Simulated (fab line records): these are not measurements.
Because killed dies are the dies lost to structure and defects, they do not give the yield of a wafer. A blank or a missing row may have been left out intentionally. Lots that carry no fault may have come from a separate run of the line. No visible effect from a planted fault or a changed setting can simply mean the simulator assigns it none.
Which tool did it? | flow rit-cmos | 45 wafers from 15 lots sampled at 3 of the route's 202 steps

== WHAT THE GAUGES SHOWED, per wafer ==
RIT_PRETRO_OVL_MEAS_06.
lot  | measured    | on         | PRETRO_OVL (nm)
L571 | day 2 07:12 | overlay-01 | 0.6 -0.4 0.6
L573 | day 2 18:02 | overlay-01 | -0.2 0.9 0.4
L574 | day 2 22:43 | overlay-02 | 0.5 -1.0 -1.4
L575 | day 3 04:32 | overlay-02 | 1.7 0.6 -0.8
L576 | day 3 07:30 | overlay-02 | 0.4 -0.9 0.3
L577 | day 3 13:25 | overlay-01 | 1.2 -0.1 0.4
L578 | day 3 18:54 | overlay-02 | -1.0 -0.7 -1.0
L579 | day 4 00:59 | overlay-02 | - - -
L580 | day 4 06:11 | overlay-02 | - - -
L581 | day 4 12:22 | overlay-02 | - - -
L584 | day 5 06:51 | overlay-01 | 1.0 2.0 1.9
L588 | day 5 21:55 | overlay-01 | -0.1 -0.7 0.6
L589 | day 6 02:49 | overlay-01 | 1.2 1.1 0.5
L590 | day 6 05:42 | overlay-01 | -0.5 0.9 0.3
L591 | day 6 11:13 | overlay-01 | 2.0 3.3 1.9

== TOOL THAT RAN EACH LOT (tool first, then ch and the chambers of the sampled wafers, then the start) ==
lot  | RIT_NWELL_STRIP_09                  | RIT_PRETRO_DEVELOP_05
L571 | plasma-asher-01 ch 0,1, day 1 21:31 | litho-track-03 ch 0, day 2 07:00
L573 | plasma-asher-03 ch 0,1, day 2 08:17 | litho-track-01 ch 0, day 2 17:00
L574 | plasma-asher-04 ch 0,1, day 2 12:47 | litho-track-03 ch 0, day 2 22:00
L575 | plasma-asher-03 ch 0,1, day 2 18:37 | litho-track-02 ch 0, day 3 04:00
L576 | plasma-asher-03 ch 0,1, day 2 21:59 | litho-track-02 ch 0, day 3 07:00
L577 | plasma-asher-03 ch 0,1, day 3 03:29 | litho-track-02 ch 0, day 3 13:00
L578 | plasma-asher-01 ch 0,1, day 3 08:58 | litho-track-03 ch 0, day 3 18:00
L579 | plasma-asher-03 ch 0,1, day 3 15:11 | litho-track-03, day 4 00:00
L580 | plasma-asher-01 ch 1, day 3 20:02   | litho-track-02, day 4 06:00
L581 | plasma-asher-04 ch 0,1, day 4 01:05 | litho-track-02, day 4 12:00
L584 | plasma-asher-03 ch 0,1, day 4 21:14 | litho-track-02 ch 0, day 5 06:00
L588 | plasma-asher-03 ch 0,1, day 5 10:49 | litho-track-03 ch 0, day 5 21:00
L589 | plasma-asher-04 ch 0,1, day 5 16:23 | litho-track-03 ch 0, day 6 02:00
L590 | plasma-asher-04 ch 0,1, day 5 19:53 | litho-track-03 ch 0, day 6 05:00
L591 | plasma-asher-03 ch 0,1, day 6 01:19 | litho-track-02 ch 0, day 6 11:00
- RIT_NWELL_STRIP_09: strips in O2, time 180 s.
- RIT_PRETRO_DEVELOP_05: develop time 68 s.

== WHAT THE TOOLS THEMSELVES READ (means of the sampled wafers that have a number; where no wafer has one, the mark that the record gives instead) ==
RIT_NWELL_STRIP_09.
lot  | tool            | drypump-motor-current-A (A)
L571 | plasma-asher-01 | 5.3
L573 | plasma-asher-03 | 5.3
L574 | plasma-asher-04 | 5.4
L575 | plasma-asher-03 | 5.6
L576 | plasma-asher-03 | 5.6
L577 | plasma-asher-03 | 5.3
L578 | plasma-asher-01 | 5.3
L579 | plasma-asher-03 | 5.3
L580 | plasma-asher-01 | 5.3
L581 | plasma-asher-04 | 5.7
L584 | plasma-asher-03 | 5.3
L588 | plasma-asher-03 | 5.3
L589 | plasma-asher-04 | 5.7
L590 | plasma-asher-04 | 5.4
L591 | plasma-asher-03 | 5.3

RIT_PRETRO_DEVELOP_05.
lot  | tool           | chill-plate-temp-C (C) | resist-line-temp-C (C)
L571 | litho-track-03 | 22.95                  | 22.78
L573 | litho-track-01 | 22.89                  | 23.02
L574 | litho-track-03 | 23.04                  | 23.07
L575 | litho-track-02 | 23.04                  | 23.05
L576 | litho-track-02 | 22.97                  | 23.05
L577 | litho-track-02 | 23.06                  | 22.92
L578 | litho-track-03 | 22.93                  | 22.90
L579 | litho-track-03 | -                      | -
L580 | litho-track-02 | -                      | -
L581 | litho-track-02 | -                      | -
L584 | litho-track-02 | 23.03                  | 22.99
L588 | litho-track-03 | 23.03                  | 22.93
L589 | litho-track-03 | 22.93                  | 22.88
L590 | litho-track-03 | 23.09                  | 22.92
L591 | litho-track-02 | 22.96                  | 23.05

== THE ANSWER, worked out from the rows above alone ==
Rule: the lots themselves supply what counts as usual. Put in order of their means at a reading, lots are off if they are a third of the lots or fewer, leave a main group of 4 or more, and stand apart from it by a gap of 3 or more times the standard deviation of the main group's means; of several such gaps the widest counts. A main group is skipped when, at the precision printed for the reading in the tables above, its means are all equal. Also off: a lot with no number at a reading for which 4 or more lots have one. The other lots that the step has rows for count as sound. The gauges are gone through in route order, then the tools' own readings, and for those a lot's mean is taken as printed above. The first step at which some lot is off is used, and at that step the reading that is off furthest; a lot without a number counts as furthest.
Off: L579, L580, L581, at RIT_PRETRO_OVL_MEAS_06 (PRETRO_OVL). Without a number there: L579, L580, L581. For the main group the mean is 0.4 nm and the standard deviation 0.87.
A tool fits if, at a process step before that reading, it ran every lot that is off, and no sound lot after the first of them. Not tried: the gauges at RIT_PRETRO_OVL_MEAS_06; whatever is off there is also off at RIT_PRETRO_DEVELOP_05, on other tools, and gauge error can't account for it. No candidate that was tried fits.

== WHAT HAD BEEN PUT IN BY THE SIMULATOR ==
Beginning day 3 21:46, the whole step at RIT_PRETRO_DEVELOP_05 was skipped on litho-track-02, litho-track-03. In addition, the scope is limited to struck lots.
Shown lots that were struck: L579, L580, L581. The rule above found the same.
